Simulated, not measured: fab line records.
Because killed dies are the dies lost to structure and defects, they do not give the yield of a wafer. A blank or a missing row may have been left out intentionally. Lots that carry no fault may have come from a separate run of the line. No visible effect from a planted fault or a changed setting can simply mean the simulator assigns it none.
fab line records	flow rit_cmos
record lots=6	wafers=18	last_day=7
route steps=202 shown GATE@75 FOX2@80 M1@202
lots that met no fault: from a run of the same line without faults
start_h: the number of hours between the record's first day and the start of the first shown wafer of the lot	wait_h: hours elapsed since this lot's preceding step	" as in the row above	L1.1+2: one row covering several wafers at once	- no value present, or no start provided	* or withheld: withheld	< > ~ a bound
route shown NAME@n: names a module that has steps shown in the file, with the first one's number in the route	usual: mean/standard deviation taken from wafers without a fault	same: alike in all rows	chamber/n: place in a boat	sites: readings site by site	_std_site: the standard deviation of these	_edge_site: the outer-site mean with the inner-site mean subtracted	radius_mm: for every site, how far away it sits from the centre of the wafer	mask NAME#n: copy n	behind: tool/chamber where the wafer was last shaped	hold: what put the lot on hold/how long, in hours/how the hold closed	device: the transistor (n, p or np) that didn't switch	end of line: the same wafers' tests at the end of the route	step lacking rows: just its recipe	killed: dies that structure and defects cost at the first sort, which is not the same as the wafer's yield	map: shows each die of a wafer: x if killed, . if not, _ if none is there
set.NAME: the setting the step ran with; set.NAME@STEP: the setting that earlier step ran with	model.NAME: the simulator's own value behind a step, which no gauge read
lots at some steps of the route; a table a step, a row a wafer
services: the hour from which a tool's chamber was out of use, counted from the record's first day as start_h (under 0 if before that day), plus the number of hours and why
## steps
# step RIT_GATE_WET_ETCH_00
# recipe chemistry=BOE	target=SiO2	target_depth_nm=56	time_s=60	dry=n2_spin	dilution=10:1	temp_c=21.5
# step RIT_GATE_CLEAN_01
# recipe chemistry=SC1	mix=3:3:50	time_s=600	temp_c=75
# step RIT_GATE_CLEAN_02
# recipe chemistry=dHF	dilution=50:1	time_s=30
# step RIT_GATE_CLEAN_03
# recipe chemistry=SC2	mix=3:3:50	time_s=600	temp_c=75	dry=n2_spin
# step RIT_GATE_CLEAN_04
# recipe chemistry=dHF	dilution=50:1	time_s=60	dry=n2_spin
# step RIT_FOX2_THK_MEAS_91
# recipe reads=SiO2_of_FOX2_OXIDATION_00
# usual FIELD_OXIDE_LEFT_2_THK=251/6.5
lot.wafer	tool	chamber	start_h	wait_h	FIELD_OXIDE_LEFT_2_THK[nm]
L727.3	film_metro-04	-	48.37	0.0	247
L727.4	"	-	"	"	249
L727.6	"	-	"	"	249
L730.1	film_metro-04	-	63.64	0.0	248
L730.4	"	-	"	"	253
L730.5	"	-	"	"	245
L739.1	film_metro-04	-	106.63	0.0	259
L739.2	"	-	"	"	260
L739.5	"	-	"	"	254
L740.1	film_metro-01	-	111.45	0.0	249
L740.2	"	-	"	"	257
L740.5	"	-	"	"	257
L744.2	film_metro-01	-	131.96	0.0	249
L744.5	"	-	"	"	259
L744.6	"	-	"	"	250
L745.2	film_metro-04	-	137.26	0.0	246
L745.5	"	-	"	"	247
L745.6	"	-	"	"	245
# step RIT_GATE_OXIDATION_05
# recipe temp_c=900	ambient=O2	target_thk_a=30	ox_time_s=270
# step RIT_GATE_ANNEAL_06
# recipe temp_c=900	time_s=600	ambient=N2O
# step RIT_GATE_THK_MEAS_07
# recipe reads=SiO2_of_GATE_OXIDATION_05
# usual GATE_OXIDE_THK=3.01/0.067
lot.wafer	tool	chamber	start_h	wait_h	GATE_OXIDE_THK[nm]
L727.3	film_metro-04	-	51.03	0.0	3.09
L727.4	"	-	"	"	3.09
L727.6	"	-	"	"	3.07
L730.1	film_metro-04	-	65.02	0.0	2.95
L730.4	"	-	"	"	3.00
L730.5	"	-	"	"	2.96
L739.1	film_metro-04	-	108.02	0.0	3.02
L739.2	"	-	"	"	3.06
L739.5	"	-	"	"	3.06
L740.1	film_metro-04	-	113.62	0.0	2.97
L740.2	"	-	"	"	2.96
L740.5	"	-	"	"	2.93
L744.2	film_metro-03	-	133.59	0.0	3.01
L744.5	"	-	"	"	3.12
L744.6	"	-	"	"	3.08
L745.2	film_metro-04	-	138.64	0.0	3.02
L745.5	"	-	"	"	3.03
L745.6	"	-	"	"	2.98
# step RIT_GATE_CVD_08
# recipe material=poly-Si	target_thk_nm=250	temp_c=610	precursor=SiH4	time_s=2220	pressure_mtorr=300	sih4_flow_sccm=100
# step RIT_GATE_THK_MEAS_09
# recipe reads=poly-Si_of_GATE_CVD_08
# usual GATE_POLY_THK=249.7/2.1
lot.wafer	tool	chamber	start_h	wait_h	GATE_POLY_THK[nm]
L727.3	film_metro-04	-	52.70	0.0	249.3
L727.4	"	-	"	"	246.6
L727.6	"	-	"	"	249.4
L730.1	film_metro-04	-	66.70	0.0	251.4
L730.4	"	-	"	"	251.9
L730.5	"	-	"	"	252.0
L739.1	film_metro-01	-	109.70	0.0	248.8
L739.2	"	-	"	"	250.7
L739.5	"	-	"	"	251.2
L740.1	film_metro-01	-	115.29	0.0	251.1
L740.2	"	-	"	"	250.7
L740.5	"	-	"	"	250.3
L744.2	film_metro-04	-	135.26	0.0	248.8
L744.5	"	-	"	"	249.2
L744.6	"	-	"	"	248.0
L745.2	film_metro-03	-	140.32	0.0	251.7
L745.5	"	-	"	"	250.5
L745.6	"	-	"	"	250.0
# step RIT_GATE_HMDS_10
# recipe prime_time_s=60	prime_temp_c=140
# step RIT_GATE_COAT_11
# recipe resist=NOVOLAK	spin_rpm=4250	resist_thk_nm=850
lot.wafer	tool	chamber	start_h	wait_h	model.NOVOLAK_of_GATE_COAT_11.thk_nm
L727.3	litho_track-03	0	52.94	0.1	850.7
L727.4	"	0	"	"	848.6
L727.6	"	0	"	"	850.4
L730.1	litho_track-04	0	66.91	0.1	848.9
L730.4	"	0	"	"	851.2
L730.5	"	0	"	"	853.1
L739.1	litho_track-03	0	110.08	0.1	832.9
L739.2	"	0	"	"	832.2
L739.5	"	0	"	"	832.8
L740.1	litho_track-03	0	115.75	0.1	833
L740.2	"	0	"	"	832.6
L740.5	"	0	"	"	835.1
L744.2	litho_track-04	0	135.49	0.1	848.2
L744.5	"	0	"	"	847.6
L744.6	"	0	"	"	848
L745.2	litho_track-04	0	140.54	0.1	847.2
L745.5	"	0	"	"	851.4
L745.6	"	0	"	"	852.5
# step RIT_GATE_SOFTBAKE_12
# recipe resist=NOVOLAK	temp_c=90	time_s=60
# step RIT_GATE_EXPOSE_13
# recipe mask_id=M6	na=0.6	source_shape=conventional	sigma_outer=0.6	target_cd_nm=150	dose_mj=380
# step RIT_GATE_PEB_14
# recipe resist=NOVOLAK	temp_c=withheld	time_s=withheld
# step RIT_GATE_DEVELOP_15
# recipe resist=NOVOLAK	develop_time_s=50	dev_temp_c=23
# step RIT_GATE_CD_MEAS_16
# recipe target_cd_nm=150
# usual cd_nm=151.2/2.5
lot.wafer	tool	chamber	start_h	wait_h	cd_nm
L727.3	cd_sem-01	-	53.63	-	153.3
L727.4	"	-	"	"	153.3
L727.6	"	-	"	"	151.7
L730.1	cd_sem-02	-	67.61	-	149.6
L730.4	"	-	"	"	153.3
L730.5	"	-	"	"	150.9
L739.1	cd_sem-02	-	110.93	-	149.1
L739.2	"	-	"	"	149.2
L739.5	"	-	"	"	150.2
L740.1	cd_sem-02	-	116.45	-	142.7
L740.2	"	-	"	"	147.5
L740.5	"	-	"	"	143.6
L744.2	cd_sem-02	-	136.18	-	150.4
L744.5	"	-	"	"	152.5
L744.6	"	-	"	"	149.4
L745.2	cd_sem-01	-	141.36	-	150.5
L745.5	"	-	"	"	150.3
L745.6	"	-	"	"	151.9
# step RIT_GATE_OVL_MEAS_17
# usual GATE_OVL=-0.7/1.2
lot.wafer	tool	chamber	start_h	wait_h	GATE_OVL[nm]
L727.3	overlay-02	-	53.72	0.1	-1.2
L727.4	"	-	"	"	-1.2
L727.6	"	-	"	"	-1.0
L730.1	overlay-02	-	67.73	0.1	-1.2
L730.4	"	-	"	"	-0.9
L730.5	"	-	"	"	1.1
L739.1	overlay-02	-	111.05	0.1	-0.4
L739.2	"	-	"	"	-2.0
L739.5	"	-	"	"	-2.3
L740.1	overlay-02	-	116.57	0.1	-1.2
L740.2	"	-	"	"	-0.3
L740.5	"	-	"	"	-2.0
L744.2	overlay-01	-	136.29	0.1	-0.1
L744.5	"	-	"	"	-0.6
L744.6	"	-	"	"	0.2
L745.2	overlay-02	-	141.47	0.1	-1.3
L745.5	"	-	"	"	-1.0
L745.6	"	-	"	"	-1.2
# step RIT_GATE_HARDBAKE_18
# recipe resist=NOVOLAK	temp_c=140	time_s=60
# step RIT_GATE_ETCH_19
# recipe chemistry=SF6/CHF3/O2	time_s=165	SF6_flow_sccm=30	CHF3_flow_sccm=30	O2_flow_sccm=5	target=poly-Si	pressure_mtorr=40	rf_w=160	target_depth_a=3125	over_etch_frac=0.25	stop_on=SiO2
# usual drypump_motor_current_A=5.6/0.38	oes_product_au=0.840/0.0089	throttle_valve_pct=10.24/0.18
lot.wafer	tool	chamber	start_h	wait_h	drypump_motor_current_A	oes_product_au	rf_hours_counter_h	throttle_valve_pct	model.NOVOLAK_of_GATE_COAT_11.thk_nm
L727.3	rie_si-02	0	53.90	0.1	6.1	0.838	30	10.25	670.4
L727.4	"	3	"	"	5.9	0.826	161	10.00	668.2
L727.6	"	3	"	"	5.9	0.834	-	10.00	669.3
L730.1	rie_si-01	0	67.92	0.1	4.8	0.845	131	10.18	668.8
L730.4	"	1	"	"	5.3	0.848	79	10.49	671.1
L730.5	"	2	"	"	5.7	0.836	-	10.32	673.7
L739.1	rie_si-02	2	111.24	0.1	5.4	0.840	145	9.98	653.7
L739.2	"	0	"	"	6.1	0.838	31	10.25	652.9
L739.5	"	3	"	"	5.9	0.856	-	10.01	653.9
L740.1	rie_si-01	1	116.76	0.1	5.3	0.848	80	10.50	655.4
L740.2	"	3	"	"	5.8	0.827	147	10.22	651.8
L740.5	"	3	"	"	5.8	0.832	-	10.19	653.8
L744.2	rie_si-01	2	136.47	0.1	5.7	0.828	3	10.33	669.3
L744.5	"	1	"	"	5.3	0.844	-	10.49	667.4
L744.6	"	0	"	"	4.8	0.825	-	10.19	668.9
L745.2	rie_si-02	1	141.65	0.1	5.6	0.856	2	10.48	666.9
L745.5	"	2	"	"	5.4	0.835	-	9.98	668.9
L745.6	"	1	"	"	5.6	0.855	-	10.49	672.9
# step RIT_GATE_STRIP_20
# recipe chemistry=O2	time_s=180	resist=NOVOLAK	platen_temp_c=withheld	power_w=500	pressure_mtorr=4000	o2_flow_sccm=4000
# usual drypump_motor_current_A=5.8/0.37
lot.wafer	tool	chamber	start_h	wait_h	drypump_motor_current_A	rf_hours_counter_h
L727.3	plasma_asher-03	0	54.06	0.1	5.8	-
L727.4	"	1	"	"	5.7	-
L727.6	"	0	"	"	5.8	-
L730.1	plasma_asher-04	0	68.03	0.1	6.6	43
L730.4	"	0	"	"	6.5	-
L730.5	"	0	"	"	6.6	-
L739.1	plasma_asher-03	1	111.35	0.1	5.7	32
L739.2	"	0	"	"	5.7	32
L739.5	"	1	"	"	5.7	-
L740.1	plasma_asher-03	1	116.95	0.1	5.7	33
L740.2	"	0	"	"	5.7	33
L740.5	"	0	"	"	5.7	-
L744.2	plasma_asher-04	0	136.58	0.1	6.6	2
L744.5	"	1	"	"	6.2	-
L744.6	"	0	"	"	6.6	-
L745.2	plasma_asher-04	0	141.76	0.1	6.6	3
L745.5	"	0	"	"	6.6	-
L745.6	"	1	"	"	6.2	-
# step RIT_M1_PROBE_99
# usual killed_at_contacts=0.0/0.22	killed_at_front_end=7/3.2	killed_dies=7/3.2	killed_open=3.2/2.1	killed_short=3.5/2.2
# same gross_dies=264	killed_at_M0_to_M3=0	killed_at_M4_up=0	killed_at_back_side=0	killed_at_other=0
lot.wafer	tool	chamber	start_h	wait_h	killed_at_contacts	killed_at_front_end	killed_dies	killed_open	killed_short
L727.3	prober-01	-	74.36	0.2	0	3	3	0	3
L727.4	prober-01	-	74.41	0.2	0	5	5	2	3
L727.6	prober-01	-	74.51	0.2	0	7	7	3	4
L730.1	prober-02	-	87.69	0.1	0	2	2	2	0
L730.4	prober-02	-	87.84	0.2	0	3	3	2	1
L730.5	prober-02	-	87.89	0.2	0	3	3	3	0
L739.1	prober-01	-	131.95	0.1	0	7	7	5	2
L739.2	prober-01	-	132.00	0.1	0	6	6	2	4
L739.5	prober-01	-	132.15	0.2	0	2	2	1	1
L740.1	prober-02	-	137.03	0.1	0	6	6	4	2
L740.2	prober-02	-	137.08	0.1	0	8	8	5	3
L740.5	prober-02	-	137.23	0.2	0	10	10	8	2
L744.2	prober-02	-	156.79	0.1	0	5	5	3	2
L744.5	prober-02	-	156.94	0.2	0	5	5	2	3
L744.6	prober-02	-	156.99	0.2	0	3	3	2	1
L745.2	prober-01	-	162.45	0.1	1	5	6	3	3
L745.5	prober-01	-	162.60	0.2	0	5	5	1	4
L745.6	prober-01	-	162.65	0.2	0	6	6	3	3
# killed by level:class
L727.3 FOX1:geometric_particle:short=1 REOX:geometric_particle:short=1 SILICIDE:geometric_particle:short=1
L727.4 GATE:geometric_particle:open=2 SILICIDE:geometric_particle:short=2 FOX2:geometric_particle:short=1
L727.6 SPACER:geometric_particle:short=3 ACTIVE:geometric_particle:open=1 FOX1:geometric_particle:open=1 GATE:geometric_particle:short=1 GATE:geometric_particle:open=1
L730.1 GATE:geometric_particle:open=1 SILICIDE:geometric_particle:open=1
L730.4 GATE:geometric_particle:open=2 GATE:geometric_particle:short=1
L730.5 GATE:geometric_particle:open=2 FOX1:geometric_particle:open=1
L739.1 SILICIDE:geometric_particle:open=2 FOX1:geometric_particle:open=1 FOX2:geometric_particle:open=1 GATE:geometric_particle:short=1 GATE:geometric_particle:open=1 SILICIDE:geometric_particle:short=1
L739.2 REOX:geometric_particle:short=2 GATE:geometric_particle:open=1 GATE:geometric_particle:short=1 REOX:geometric_particle:open=1 SILICIDE:geometric_particle:short=1
L739.5 FOX2:geometric_particle:open=1 GATE:geometric_particle:short=1
L740.1 GATE:geometric_particle:open=2 GATE:geometric_particle:short=2 SILICIDE:geometric_particle:open=2
L740.2 GATE:geometric_particle:open=4 GATE:geometric_particle:short=3 SPACER:geometric_particle:open=1
L740.5 GATE:geometric_particle:open=5 SPACER:geometric_particle:open=2 ACTIVE:geometric_particle:open=1 GATE:geometric_particle:short=1 SPACER:geometric_particle:short=1
L744.2 ACTIVE:geometric_particle:open=1 FOX1:geometric_particle:open=1 FOX1:geometric_particle:short=1 REOX:geometric_particle:short=1 SPACER:geometric_particle:open=1
L744.5 GATE:geometric_particle:short=2 FOX1:geometric_particle:short=1 GATE:geometric_particle:open=1 SPACER:geometric_particle:open=1
L744.6 FOX2:geometric_particle:open=1 SPACER:geometric_particle:open=1 SPACER:geometric_particle:short=1
L745.2 FOX1:geometric_particle:short=1 FOX2:geometric_particle:short=1 GATE:geometric_particle:open=1 SPACER:geometric_particle:short=1 SILICIDE:geometric_particle:open=1 CONTACT:geometric_particle:open=1
L745.5 SILICIDE:geometric_particle:short=2 FOX2:geometric_particle:short=1 GATE:geometric_particle:short=1 SILICIDE:geometric_particle:open=1
L745.6 GATE:geometric_particle:open=3 SPACER:geometric_particle:short=3
## services
tool	chamber	start_h	hours	kind
rie_si-01	2	49.87	1.8	repair
rie_si-02	3	60.33	-	clean
rie_si-02	3	60.33	28.1	scheduled_down
rie_si-02	3	60.33	28.1	vent_cycle
rie_si-02	1	90.28	1.9	repair
rie_si-02	1	98.12	23.4	repair
plasma_asher-04	-	108.75	9.0	pm
plasma_asher-04	0	108.75	9.0	vent_cycle
plasma_asher-04	1	108.75	9.0	vent_cycle
plasma_asher-04	0	117.75	-	clean
plasma_asher-04	1	117.75	-	clean
rie_si-01	-	120.46	2.8	pm
rie_si-01	3	128.29	-	clean
rie_si-01	3	128.29	16.4	scheduled_down
rie_si-01	3	128.29	16.4	vent_cycle
## key
first_sign step=RIT_GATE_CD_MEAS_16	reading=cd_nm	direction=down	sigmas=1.7	usual=151.2	struck=147.1	through=control_loop
effect none on later readings
model_effect step=RIT_GATE_COAT_11	value=NOVOLAK_of_GATE_COAT_11.thk_nm	without=853.6	struck=833.1
model_effect step=RIT_GATE_ETCH_19	value=NOVOLAK_of_GATE_COAT_11.thk_nm	without=671.5	struck=653.6
met_at RIT_GATE_COAT_11
struck_wafers L739.1,L739.2,L739.5,L740.1,L740.2,L740.5
tester_left_out L739,L740
loop_trim step=RIT_GATE_EXPOSE_13	setting=dose	lots=L740
onset_between 52.94 110.08
fault kind=process_parameter_drift	tool=litho_track-03	chamber=-	onset_h=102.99	steps=RIT_GATE_COAT_11	channel=resist_thk_nm	offset=-20.364	shape=step	end_h=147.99	acts_in=these_recipes_only	stated=850
# tester_left_out: of these lots the tester's yield and bins aren't shown, on N5 and GAA mostly nor the transistor test; their killed dies are dies lost to structure and defects alone, not to doping, threshold or leakage, so they don't give the yield
# loop_trim: a control loop set the setting to another value than it would have without faults
